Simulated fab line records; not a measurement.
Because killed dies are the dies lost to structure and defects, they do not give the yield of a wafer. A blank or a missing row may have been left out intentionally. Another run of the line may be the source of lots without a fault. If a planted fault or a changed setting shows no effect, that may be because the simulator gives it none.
The tool behind it: which one? / flow berkeley-cmos170 / 14 lots with 42 wafers sampled at 5 steps, on a route of 331 steps

WHAT THE GAUGES SHOWED, per wafer
UCB170_NSD_CD_MEAS_06: target cd 1200 nm. Usual: 1200.1 nm for cd-nm, sd 1.3.
lot=L161; measured=day 7 23:52; on=cd-sem-02; cd-nm (nm)=1199.8 1202.5 1202.2; flag=
lot=L163; measured=day 8 00:07; on=cd-sem-01; cd-nm (nm)=1200.4 1200.8 1198.5; flag=
lot=L164; measured=day 8 18:11; on=cd-sem-01; cd-nm (nm)=1200.6 1200.3 1200.1; flag=
lot=L165; measured=day 8 18:46; on=cd-sem-02; cd-nm (nm)=1198.7 1198.7 1199.4; flag=
lot=L166; measured=day 9 16:27; on=cd-sem-02; cd-nm (nm)=1201.4 1200.6 1201.6; flag=
lot=L167; measured=day 9 16:46; on=cd-sem-02; cd-nm (nm)=1201.8 1200.8 1200.8; flag=
lot=L168; measured=day 9 16:31; on=cd-sem-01; cd-nm (nm)=1200.8 1199.9 1201.1; flag=
lot=L171; measured=day 10 00:34; on=cd-sem-02; cd-nm (nm)=1199.8 1198.9 1199.4; flag=
lot=L169; measured=day 11 03:02; on=cd-sem-02; cd-nm (nm)=1200.4 1201.9 1199.8; flag=
lot=L174; measured=day 11 12:01; on=cd-sem-01; cd-nm (nm)=1196.7 1197.3 1198.2; flag=
lot=L178; measured=day 11 20:28; on=cd-sem-01; cd-nm (nm)=1198.6 1200.8 1201.7; flag=
lot=L180; measured=day 12 15:09; on=cd-sem-02; cd-nm (nm)=1200.1 1200.2 1201.2; flag=
lot=L181; measured=day 12 14:56; on=cd-sem-01; cd-nm (nm)=1198.0 1198.5 1200.0; flag=
lot=L183; measured=day 13 00:31; on=cd-sem-01; cd-nm (nm)=1202.3 1203.4 1202.7; flag=

UCB170_SILICIDE_RS_MEAS_02: the measuring method here is four-point-probe. Usual: for SILICIDE_TI_RS the level is 26.13 ohm/sq and the standard deviation is 0.29.
lot=L161; measured=day 8 02:18; on=film-metro-02; SILICIDE_TI_RS (ohm/sq)=26.38 25.91 26.22; flag=
lot=L163; measured=day 8 02:33; on=film-metro-03; SILICIDE_TI_RS (ohm/sq)=25.95 26.04 25.77; flag=
lot=L164; measured=day 8 22:04; on=film-metro-02; SILICIDE_TI_RS (ohm/sq)=26.14 26.36 26.23; flag=
lot=L165; measured=day 8 21:51; on=film-metro-02; SILICIDE_TI_RS (ohm/sq)=25.92 26.13 26.58; flag=
lot=L166; measured=day 9 18:31; on=film-metro-02; SILICIDE_TI_RS (ohm/sq)=26.03 25.95 26.02; flag=
lot=L167; measured=day 9 19:01; on=film-metro-02; SILICIDE_TI_RS (ohm/sq)=26.77 26.36 26.79; flag=
lot=L168; measured=day 9 18:42; on=film-metro-02; SILICIDE_TI_RS (ohm/sq)=25.94 26.00 25.99; flag=
lot=L171; measured=day 10 02:50; on=film-metro-03; SILICIDE_TI_RS (ohm/sq)=26.31 26.42 26.35; flag=
lot=L169; measured=day 11 05:25; on=film-metro-03; SILICIDE_TI_RS (ohm/sq)=25.93 19.74 26.11; flag=OFF
lot=L174; measured=day 11 14:10; on=film-metro-02; SILICIDE_TI_RS (ohm/sq)=26.09 26.24 19.81; flag=OFF
lot=L178; measured=day 11 22:44; on=film-metro-02; SILICIDE_TI_RS (ohm/sq)=25.56 25.93 25.84; flag=
lot=L180; measured=day 12 17:55; on=film-metro-04; SILICIDE_TI_RS (ohm/sq)=25.81 26.05 25.90; flag=
lot=L181; measured=day 12 17:35; on=film-metro-02; SILICIDE_TI_RS (ohm/sq)=26.43 26.67 26.64; flag=
lot=L183; measured=day 13 02:37; on=film-metro-03; SILICIDE_TI_RS (ohm/sq)=25.96 25.95 25.78; flag=

UCB170_SILICIDE_THK_MEAS_03: measures by xrf. Usual: for SILICIDE_TI_THK the level is 29.7 nm and the standard deviation is 0.32.
lot=L161; measured=day 8 02:25; on=film-metro-02; SILICIDE_TI_THK (nm)=29.5 29.8 29.5; flag=
lot=L163; measured=day 8 02:39; on=film-metro-03; SILICIDE_TI_THK (nm)=29.9 30.0 30.1; flag=
lot=L164; measured=day 8 22:11; on=film-metro-02; SILICIDE_TI_THK (nm)=29.6 29.4 29.5; flag=
lot=L165; measured=day 8 21:56; on=film-metro-02; SILICIDE_TI_THK (nm)=29.7 29.4 29.1; flag=
lot=L166; measured=day 9 18:38; on=film-metro-02; SILICIDE_TI_THK (nm)=29.7 30.0 29.9; flag=
lot=L167; measured=day 9 19:06; on=film-metro-02; SILICIDE_TI_THK (nm)=29.1 29.5 29.0; flag=
lot=L168; measured=day 9 18:49; on=film-metro-02; SILICIDE_TI_THK (nm)=29.9 29.7 29.8; flag=
lot=L171; measured=day 10 02:57; on=film-metro-03; SILICIDE_TI_THK (nm)=29.7 29.5 29.6; flag=
lot=L169; measured=day 11 05:32; on=film-metro-03; SILICIDE_TI_THK (nm)=30.3 38.0 29.9; flag=OFF
lot=L174; measured=day 11 14:17; on=film-metro-02; SILICIDE_TI_THK (nm)=29.5 29.5 37.6; flag=OFF
lot=L178; measured=day 11 22:50; on=film-metro-02; SILICIDE_TI_THK (nm)=30.3 29.8 29.7; flag=
lot=L180; measured=day 12 18:01; on=film-metro-04; SILICIDE_TI_THK (nm)=29.9 29.6 29.8; flag=
lot=L181; measured=day 12 17:42; on=film-metro-02; SILICIDE_TI_THK (nm)=29.4 29.0 29.0; flag=
lot=L183; measured=day 13 02:44; on=film-metro-03; SILICIDE_TI_THK (nm)=30.0 30.0 30.3; flag=

TOOL THAT RAN EACH LOT (tool first, then ch and the chambers of the sampled wafers, then the start)
lot=L161; UCB170_SPACER_CVD_00=pecvd-02 ch 0,1,2, day 7 14:41; UCB170_SILICIDE_SPUTTER_01=pvd-sputter-03, day 8 02:16
lot=L163; UCB170_SPACER_CVD_00=pecvd-03 ch 1,2, day 7 14:58; UCB170_SILICIDE_SPUTTER_01=pvd-sputter-02, day 8 02:29
lot=L164; UCB170_SPACER_CVD_00=pecvd-02 ch 0,1,2, day 8 08:40; UCB170_SILICIDE_SPUTTER_01=pvd-sputter-02, day 8 22:02
lot=L165; UCB170_SPACER_CVD_00=pecvd-03 ch 0,1,2, day 8 09:14; UCB170_SILICIDE_SPUTTER_01=pvd-sputter-03, day 8 21:46
lot=L166; UCB170_SPACER_CVD_00=pecvd-03 ch 1,2, day 9 05:22; UCB170_SILICIDE_SPUTTER_01=pvd-sputter-03, day 9 18:28
lot=L167; UCB170_SPACER_CVD_00=pecvd-02 ch 0,1,2, day 9 05:37; UCB170_SILICIDE_SPUTTER_01=pvd-sputter-03, day 9 18:56
lot=L168; UCB170_SPACER_CVD_00=pecvd-03 ch 1,2, day 9 05:45; UCB170_SILICIDE_SPUTTER_01=pvd-sputter-02, day 9 18:39
lot=L171; UCB170_SPACER_CVD_00=pecvd-02 ch 1,2, day 9 11:58; UCB170_SILICIDE_SPUTTER_01=pvd-sputter-03, day 10 02:48
lot=L169; UCB170_SPACER_CVD_00=pecvd-03 ch 0,1,2, day 10 19:32; UCB170_SILICIDE_SPUTTER_01=pvd-sputter-02, day 11 05:23
lot=L174; UCB170_SPACER_CVD_00=pecvd-04 ch 0,1,2, day 11 02:08; UCB170_SILICIDE_SPUTTER_01=pvd-sputter-02, day 11 14:08
lot=L178; UCB170_SPACER_CVD_00=pecvd-03 ch 0,1, day 11 11:14; UCB170_SILICIDE_SPUTTER_01=pvd-sputter-03, day 11 22:40
lot=L180; UCB170_SPACER_CVD_00=pecvd-03 ch 0,1,2, day 12 05:27; UCB170_SILICIDE_SPUTTER_01=pvd-sputter-03, day 12 17:52
lot=L181; UCB170_SPACER_CVD_00=pecvd-04 ch 0,1,2, day 12 06:30; UCB170_SILICIDE_SPUTTER_01=pvd-sputter-01, day 12 17:33
lot=L183; UCB170_SPACER_CVD_00=pecvd-03 ch 0,1,2, day 12 15:13; UCB170_SILICIDE_SPUTTER_01=pvd-sputter-03, day 13 02:35
- UCB170_SPACER_CVD_00: deposits SiO2 from TEOS/O2, target thk 376 nm, time 47 s.
- UCB170_SILICIDE_SPUTTER_01: material Ti, target thk 30 nm, time 25 s.

WHAT THE TOOLS THEMSELVES READ (means of the sampled wafers that have a number; where no wafer has one, the mark that the record gives instead)
UCB170_SPACER_CVD_00. Usual: 271 W for heater-power-w, sd 46.
lot=L161; tool=pecvd-02; heater-power-w (W)=306; flag=
lot=L163; tool=pecvd-03; heater-power-w (W)=252; flag=
lot=L164; tool=pecvd-02; heater-power-w (W)=303; flag=
lot=L165; tool=pecvd-03; heater-power-w (W)=264; flag=
lot=L166; tool=pecvd-03; heater-power-w (W)=292; flag=
lot=L167; tool=pecvd-02; heater-power-w (W)=315; flag=
lot=L168; tool=pecvd-03; heater-power-w (W)=240; flag=
lot=L171; tool=pecvd-02; heater-power-w (W)=272; flag=
lot=L169; tool=pecvd-03; heater-power-w (W)=256; flag=
lot=L174; tool=pecvd-04; heater-power-w (W)=250; flag=
lot=L178; tool=pecvd-03; heater-power-w (W)=250; flag=
lot=L180; tool=pecvd-03; heater-power-w (W)=256; flag=
lot=L181; tool=pecvd-04; heater-power-w (W)=284; flag=
lot=L183; tool=pecvd-03; heater-power-w (W)=243; flag=

UCB170_SILICIDE_SPUTTER_01. Usual: 30.7 % for throttle-valve-pct, sd 1.2.
lot=L161; tool=pvd-sputter-03; throttle-valve-pct (%)=30.8; flag=
lot=L163; tool=pvd-sputter-02; throttle-valve-pct (%)=30.0; flag=
lot=L164; tool=pvd-sputter-02; throttle-valve-pct (%)=29.4; flag=
lot=L165; tool=pvd-sputter-03; throttle-valve-pct (%)=31.9; flag=
lot=L166; tool=pvd-sputter-03; throttle-valve-pct (%)=31.5; flag=
lot=L167; tool=pvd-sputter-03; throttle-valve-pct (%)=31.9; flag=
lot=L168; tool=pvd-sputter-02; throttle-valve-pct (%)=30.6; flag=
lot=L171; tool=pvd-sputter-03; throttle-valve-pct (%)=31.9; flag=
lot=L169; tool=pvd-sputter-02; throttle-valve-pct (%)=30.0; flag=
lot=L174; tool=pvd-sputter-02; throttle-valve-pct (%)=29.3; flag=
lot=L178; tool=pvd-sputter-03; throttle-valve-pct (%)=31.8; flag=
lot=L180; tool=pvd-sputter-03; throttle-valve-pct (%)=31.5; flag=
lot=L181; tool=pvd-sputter-01; throttle-valve-pct (%)=30.2; flag=
lot=L183; tool=pvd-sputter-03; throttle-valve-pct (%)=32.0; flag=

THE ANSWER, worked out from the rows above alone
Rule: lot off if the mean of its wafers having a number is beyond 3 standard deviations from the usual mean. Also off: a lot with no number at a reading for which 4 or more lots have one. Where the step has rows for the other lots, those lots are counted as sound. First the gauges in route order, then the tools' own readings, where a lot's mean is used as printed above. The first step at which some lot is off is used, and at that step the reading that is off furthest; a lot without a number counts as furthest.
Off: at UCB170_SILICIDE_RS_MEAS_02 (SILICIDE_TI_RS), L169, L174.
A tool fits if, at a process step before that reading, it ran every lot that is off, and no sound lot after the first of them. Gauges at UCB170_SILICIDE_RS_MEAS_02: tried the same way as those tools. One candidate fits, namely pvd-sputter-02 at UCB170_SILICIDE_SPUTTER_01. Its last sound lot is L168 (day 9 18:39), its first lot that is off L169 (day 11 05:23): a fault that began between those two fits.

WHAT WAS PUT IN BY THE SIMULATOR
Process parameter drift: pvd-sputter-02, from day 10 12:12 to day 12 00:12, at UCB170_SILICIDE_SPUTTER_01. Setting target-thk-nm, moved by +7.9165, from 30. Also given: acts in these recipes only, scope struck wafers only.
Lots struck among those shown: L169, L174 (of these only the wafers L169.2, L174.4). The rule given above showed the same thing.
